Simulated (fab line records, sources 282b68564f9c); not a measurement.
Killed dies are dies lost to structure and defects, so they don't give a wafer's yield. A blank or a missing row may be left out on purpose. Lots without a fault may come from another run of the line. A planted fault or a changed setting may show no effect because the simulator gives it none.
One fault seen from 2 desks | flow rit_cmos | each desk has only its own numbers; what lay behind them comes last

THE METROLOGY DESK
What the gauges read, lot by lot, whatever tool the lot ran on: means of the sampled wafers that have a number. A lot is out of limits, marked OUT, if its mean lies more than 4 standard deviations from the usual mean; the brackets give that distance.
Columns: A = cd_nm at RIT_ACTIVE_CD_MEAS_11, usual 1399.9 nm
lot  | first seen here | A
L294 | day 1 14:33     | 1400.0
L295 | day 1 19:35     | 1396.4
L297 | day 2 05:26     | 1403.9
L299 | day 2 15:34     | 1400.4
L300 | day 2 20:34     | 1399.4
L301 | day 3 01:34     | 1398.6
L302 | day 3 06:37     | 1398.9
L304 | day 3 17:25     | 1400.5
L305 | day 3 21:46     | 1376.2 (-11) OUT
L306 | day 4 02:40     | 1402.1
L312 | day 5 09:36     | 1396.7
L314 | day 5 19:32     | 1398.5
L317 | day 6 09:36     | 1396.8
This desk's finding: out of limits on L305; first on L305, day 3 21:46 (cd_nm at RIT_ACTIVE_CD_MEAS_11). In limits: L294, L295, L297, L299, L300, L301, L302, L304, L306, L312, L314, L317.

THE TOOL OWNER'S DESK: iline_stepper-02
The tool's own readings at RIT_ACTIVE_EXPOSE_08 (exposes mask M1, target cd 1400 nm): means of the sampled wafers that have a number, for each lot that ran on this tool. A lot is out of limits, marked OUT, if its mean lies more than 4 standard deviations from the usual mean; the brackets give that distance.
Columns: A = exposure_dose_mJ_cm2 at RIT_ACTIVE_EXPOSE_08, usual 225.01
lot  | first seen here | A
L295 | day 1 19:11     | 224.82
L300 | day 2 20:10     | 225.03
L302 | day 3 06:13     | 224.72
L305 | day 3 21:22     | 220.16 (-23) OUT
This desk's finding: out of limits on L305; first on L305, day 3 21:22 (exposure_dose_mJ_cm2 at RIT_ACTIVE_EXPOSE_08). In limits: L295, L300, L302.

PUT TOGETHER
The tool owner's desk could have raised an alarm at day 3 21:22, on L305.
The metrology desk could have raised an alarm at day 3 21:46, on L305.
Of the lots named, all ran RIT_ACTIVE_EXPOSE_08 on iline_stepper-02.

WHAT THE SIMULATOR HAD PUT IN
Process parameter drift: iline_stepper-02, from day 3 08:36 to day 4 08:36, at RIT_ACTIVE_EXPOSE_08. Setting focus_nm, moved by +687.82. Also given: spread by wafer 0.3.
Lots struck among those shown: L305.
Hours from the fault's start to each desk's first reading out of limits: the tool owner's desk, 13; the metrology desk, 13.
